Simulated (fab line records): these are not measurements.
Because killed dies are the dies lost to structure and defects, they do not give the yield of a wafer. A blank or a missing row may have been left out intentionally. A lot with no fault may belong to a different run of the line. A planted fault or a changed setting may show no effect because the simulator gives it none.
Matching of chambers / flow rit_cmos / 4 sister chambers for RIT_GATE_ETCH_19 on rie_si-01
The step etches poly-Si in SF6/CHF3/O2, stops on SiO2, time 165 s, target depth 312.5 nm. 8 wafers are shown with their chamber, then 7 later ones without.

WAFERS PAIRED WITH THEIR CHAMBERS
wafer=L561.5; chamber=0; throttle_valve_pct (%)=10.25; oes_product_au (a.u.)=0.861
wafer=L565.2; chamber=1; throttle_valve_pct (%)=10.26; oes_product_au (a.u.)=0.853
wafer=L565.5; chamber=3; throttle_valve_pct (%)=10.42; oes_product_au (a.u.)=0.848
wafer=L571.2; chamber=1; throttle_valve_pct (%)=10.26; oes_product_au (a.u.)=0.852
wafer=L571.3; chamber=3; throttle_valve_pct (%)=10.43; oes_product_au (a.u.)=0.843
wafer=L571.4; chamber=2; throttle_valve_pct (%)=10.15; oes_product_au (a.u.)=0.819
wafer=L577.1; chamber=0; throttle_valve_pct (%)=10.25; oes_product_au (a.u.)=0.854
wafer=L577.4; chamber=2; throttle_valve_pct (%)=10.16; oes_product_au (a.u.)=0.832

WAFERS MISSING THEIR CHAMBER
wafer=L577.6; throttle_valve_pct (%)=10.28; oes_product_au (a.u.)=0.858
wafer=L579.1; throttle_valve_pct (%)=10.26; oes_product_au (a.u.)=0.842
wafer=L579.2; throttle_valve_pct (%)=10.43; oes_product_au (a.u.)=0.840
wafer=L579.4; throttle_valve_pct (%)=10.15; oes_product_au (a.u.)=0.827
wafer=L581.1; throttle_valve_pct (%)=10.44; oes_product_au (a.u.)=0.840
wafer=L581.4; throttle_valve_pct (%)=10.25; oes_product_au (a.u.)=0.861
wafer=L581.6; throttle_valve_pct (%)=10.24; oes_product_au (a.u.)=0.851

CHAMBER TAKEN BY EACH
wafer=L577.6; from the rows above=can't be placed: 1 or 0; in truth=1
wafer=L579.1; from the rows above=can't be placed: 1 or 0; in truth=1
wafer=L579.2; from the rows above=3; in truth=3
wafer=L579.4; from the rows above=2; in truth=2
wafer=L581.1; from the rows above=3; in truth=3
wafer=L581.4; from the rows above=can't be placed: 0 or 1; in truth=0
wafer=L581.6; from the rows above=can't be placed: 0 or 1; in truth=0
3 of 7 placed correctly. Can't be placed from these rows: 4 (the true chamber is among the candidates in 4). 0 placed wrongly.
How it was worked out, from the rows above alone: a wafer's distance from a chamber is the root of the sum, over the readings, of the square of ((its reading less the chamber's mean) divided by the reading's scatter). The wafer belongs to the nearest chamber; if the next one is less than 2 further off, it can't be placed. The mean given for a chamber averages the wafers shown for that chamber. The scatter is the square root of a quotient: the sum, over the shown wafers, of each reading's squared deviation from its chamber's mean, divided by wafers minus chambers.
